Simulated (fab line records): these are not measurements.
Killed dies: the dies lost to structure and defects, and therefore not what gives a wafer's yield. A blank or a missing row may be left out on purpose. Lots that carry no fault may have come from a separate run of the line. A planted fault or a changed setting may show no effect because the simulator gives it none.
Struck lot and sound lot, side by side -- flow ritCmos -- 15 steps out of a route of 202
Sound: the wafers L691.1, L691.2, L691.5. Struck: wafer L711.5 (L711.3, L711.6, from the same lot, were not struck and are left out); the cause is given at the end.
Order at every step that has rows: each side's tool, ch and its chambers, its first start. Under that, the readings that differ: sound wafers -- struck wafers -- difference of the means -- sigmas: that difference in standard deviations of wafers without a fault.
alike: same words and numbers on both sides, and readings whose means sit less than 2 such deviations apart. not compared: any withheld reading, any reading some wafer has no value for, any bound like >300 that may hide the same value, and any number with overlapping values for which the record gives no deviation.
A row with sigmas, a row that says differs or no value, or rows on one side alone: a step with any of these is where the two part. When numbers do not overlap yet have no deviation, they are printed without sigmas and do not part them. A reading that every wafer of one side lacks parts them only if that side has two wafers or more.

RIT_SILICIDE_RTA_06: time 10 s, ramp up 5 s, ramp down 10 s.
  sound on rtpAnneal-02 ch 0, day 3 01:35; struck on rtpAnneal-02 ch 0, day 7 11:36
  alike: annealTempCMax, chamberO2Ppm, wafer_temp_C_max
RIT_CONTACT_CVD_00: deposits SiO2 from TEOS, target thk 400 nm, time 61 s.
  sound on pecvd-03 ch 0,2, day 3 01:40; struck on pecvd-02 ch 1, day 7 11:39
  alike: heaterPowerW, rfFwdPowerW
  not compared: sinceWetCleanH
RIT_CONTACT_THK_MEAS_01:
  sound on filmMetro-01 at day 3 01:43; struck on filmMetro-01 at day 7 11:43
reading,sound,struck,difference,sigmas
CONTACT_TEOS_THK (nm),392 401 401,413,+15,+3
then, 6 steps without rows for these wafers: RIT_CONTACT_HMDS_02 (prime time 60 s); RIT_CONTACT_COAT_03 (resist thk 1000 nm); RIT_CONTACT_SOFTBAKE_04 (time 60 s); RIT_CONTACT_EXPOSE_05 (exposes mask M11, target cd 1000 nm); RIT_CONTACT_PEB_06; RIT_CONTACT_DEVELOP_07 (develop time 120 s).
RIT_CONTACT_CD_MEAS_08 targets a cd of 1000 nm.
  sound on cdSem-02 at day 3 02:52; struck on cdSem-01 at day 7 12:46
  alike: cdNm
RIT_CONTACT_OVL_MEAS_09:
  sound on overlay-02 at day 3 02:59; struck on overlay-02 at day 7 12:51
  alike: CONTACT_OVL
then, 1 step without rows for these wafers: RIT_CONTACT_HARDBAKE_10 (time 60 s).
RIT_CONTACT_ETCH_11: etches SiO2 in CHF3/CF4/Ar, stops on TiSi2, target depth 480 nm, time 320 s.
  sound on rieDiel-02 ch 0,2,3, day 3 03:13; struck on rieDiel-03 ch 2, day 7 13:02
reading,sound,struck,difference,sigmas
overEtchFrac,0.2 0.2 0.2,0.33544,+0.13544,
model.NOVOLAK_of_CONTACT_COAT_03.thkNm (nm),761.6 768.3 763,750.4,-13.9,
  alike: O2_flow_sccm, drypumpMotorCurrentA, oesProductAu, rfFwdPowerW, throttleValvePct
  not compared: rfHoursCounterH
RIT_CONTACT_STRIP_12: strips in O2, time 180 s.
  sound on plasmaAsher-03 ch 0,1, day 3 03:25; struck on plasmaAsher-02 ch 0, day 7 13:17
reading,sound,struck,difference,sigmas
rfReflPowerW (W),7.5 7.9 8.2,4.3,-3.6,-3
  alike: drypumpMotorCurrentA
  not compared: rfHoursCounterH
RIT_M1_PROBE_99:
  sound on prober-01 at day 3 08:31; struck on prober-01 at day 7 18:07
reading,sound,struck,difference,sigmas
model.etest.antennaContact.vtShiftV (V),-0.01443 -0.0105 -0.01229,-0.01491,-0.00250,
  alike: killedAtContacts, killedAtFrontEnd, killedDies, killedOpen, killedShort

WHERE THEY PART
First at RIT_CONTACT_THK_MEAS_01; last, within this record, at RIT_CONTACT_STRIP_12. Later steps at which nothing parts them and some readings are alike: RIT_M1_PROBE_99.

WHY: what the simulator had put in
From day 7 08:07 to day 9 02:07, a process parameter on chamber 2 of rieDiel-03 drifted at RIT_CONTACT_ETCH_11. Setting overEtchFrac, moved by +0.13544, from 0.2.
